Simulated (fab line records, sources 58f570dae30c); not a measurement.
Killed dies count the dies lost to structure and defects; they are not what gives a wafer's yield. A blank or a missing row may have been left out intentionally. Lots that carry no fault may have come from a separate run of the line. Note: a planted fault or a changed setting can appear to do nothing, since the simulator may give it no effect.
Which tool is to blame?	flow berkeley-cmos170	Sampling: 14 lots, 42 wafers, 3 of 331 route steps

WHAT THE GAUGES SHOWED, per wafer
UCB170_GATE_THK_MEAS_02.
lot	measured	on	GATE_OXIDE_THK (nm)
L590	day 5 17:59	film-metro-03	6.94 6.83 6.77
L587	day 5 18:00	film-metro-02	6.71 6.57 6.66
L592	day 6 12:17	film-metro-01	6.70 6.76 6.67
L593	day 6 12:17	film-metro-03	6.77 6.77 6.70
L591	day 6 12:19	film-metro-02	6.84 6.75 6.83
L594	day 7 00:18	film-metro-03	6.80 6.69 6.66
L595	day 7 00:18	film-metro-02	6.59 6.60 6.62
L599	day 7 17:19	film-metro-03	6.74 6.85 6.63
L603	day 9 04:26	film-metro-03	6.35 6.17 6.41
L605	day 9 04:26	film-metro-02	6.40 6.32 6.37
L606	day 9 22:59	film-metro-02	6.71 6.69 6.85
L608	day 9 22:59	film-metro-01	6.61 6.55 6.68
L607	day 9 23:01	film-metro-01	6.63 6.71 6.59
L609	day 10 06:38	film-metro-01	6.70 6.76 6.63

UCB170_GATE_THK_MEAS_05.
lot	measured	on	GATE_POLY_THK (nm)
L590	day 5 21:07	film-metro-02	213.6 213.2 212.3
L587	day 5 21:08	film-metro-01	212.6 213.1 211.8
L592	day 6 18:07	film-metro-02	211.6 213.0 210.7
L593	day 6 18:07	film-metro-03	212.7 211.5 212.0
L591	day 6 18:07	film-metro-01	215.1 216.0 214.5
L594	day 7 04:32	film-metro-01	214.4 215.1 215.6
L595	day 7 04:32	film-metro-03	219.1 218.3 216.9
L599	day 8 01:47	film-metro-03	213.6 212.6 213.9
L603	day 9 11:08	film-metro-02	354.6 354.1 355.3
L605	day 9 11:08	film-metro-03	353.9 355.5 356.6
L606	day 10 04:01	film-metro-01	210.0 207.5 210.4
L608	day 10 04:01	film-metro-02	216.4 215.7 214.7
L607	day 10 03:59	film-metro-03	214.6 212.6 213.7
L609	day 10 12:50	film-metro-01	209.0 209.3 209.2

TOOL THAT RAN EACH LOT (tool first, then ch and the chambers of the sampled wafers, then the start)
lot	UCB170_GATE_CVD_04
L590	lpcvd-01 ch 0, day 5 19:43
L587	lpcvd-01 ch 1, day 5 19:43
L592	lpcvd-01 ch 0, day 6 16:42
L593	lpcvd-01 ch 0, day 6 16:42
L591	lpcvd-01 ch 1, day 6 16:42
L594	lpcvd-02 ch 0, day 7 03:07
L595	lpcvd-02 ch 0, day 7 03:07
L599	lpcvd-02 ch 1, day 8 00:22
L603	lpcvd-01 ch 0, day 9 09:43
L605	lpcvd-01 ch 0, day 9 09:43
L606	lpcvd-02 ch 1, day 10 02:35
L608	lpcvd-02 ch 0, day 10 02:35
L607	lpcvd-02 ch 0, day 10 02:35
L609	lpcvd-02 ch 0, day 10 11:26
- UCB170_GATE_CVD_04: deposits poly-Si from SiH4, time 1440 s, target thk 214 nm.

WHAT THE TOOLS THEMSELVES READ (means of the sampled wafers that have a number; where no wafer has one, the mark that the record gives instead)
UCB170_GATE_CVD_04.
lot	tool	spike-tc-centre-C (C)
L590	lpcvd-01	612.3
L587	lpcvd-01	613.8
L592	lpcvd-01	611.3
L593	lpcvd-01	610.3
L591	lpcvd-01	613.7
L594	lpcvd-02	610.2
L595	lpcvd-02	610.6
L599	lpcvd-02	616.1
L603	lpcvd-01	611.3
L605	lpcvd-01	612.1
L606	lpcvd-02	615.2
L608	lpcvd-02	610.3
L607	lpcvd-02	610.9
L609	lpcvd-02	610.9

THE ANSWER, worked out from the rows above alone
Rule: what is usual is taken from the lots themselves. Put in order of their means at a reading, lots are off if they are a third of the lots or fewer, leave a main group of 4 or more, and stand apart from it by a gap of 3 or more times the standard deviation of the main group's means; of several such gaps the widest counts. If all means in a main group match to the digits the tables above print for the reading, that group is not used. Also off: a lot with no number at a reading for which 4 or more lots have one. Any other lot the step has rows for is counted as sound. The gauges are gone through in route order, then the tools' own readings, and for those a lot's mean is taken as printed above. At the first step where some lot is off, the reading lying furthest off is the one used; lots without a number count as furthest.
Off: at UCB170_GATE_THK_MEAS_02 (GATE_OXIDE_THK), L603, L605. The main group has a mean of 6.71 nm with a standard deviation of 0.071.
If a tool, at a process step before that reading, ran all the lots that are off and no sound lot after the first of them, it fits. The gauges at UCB170_GATE_THK_MEAS_02 are tried like those tools. Of those tried, none fits.

WHAT THE SIMULATOR HAD PUT IN
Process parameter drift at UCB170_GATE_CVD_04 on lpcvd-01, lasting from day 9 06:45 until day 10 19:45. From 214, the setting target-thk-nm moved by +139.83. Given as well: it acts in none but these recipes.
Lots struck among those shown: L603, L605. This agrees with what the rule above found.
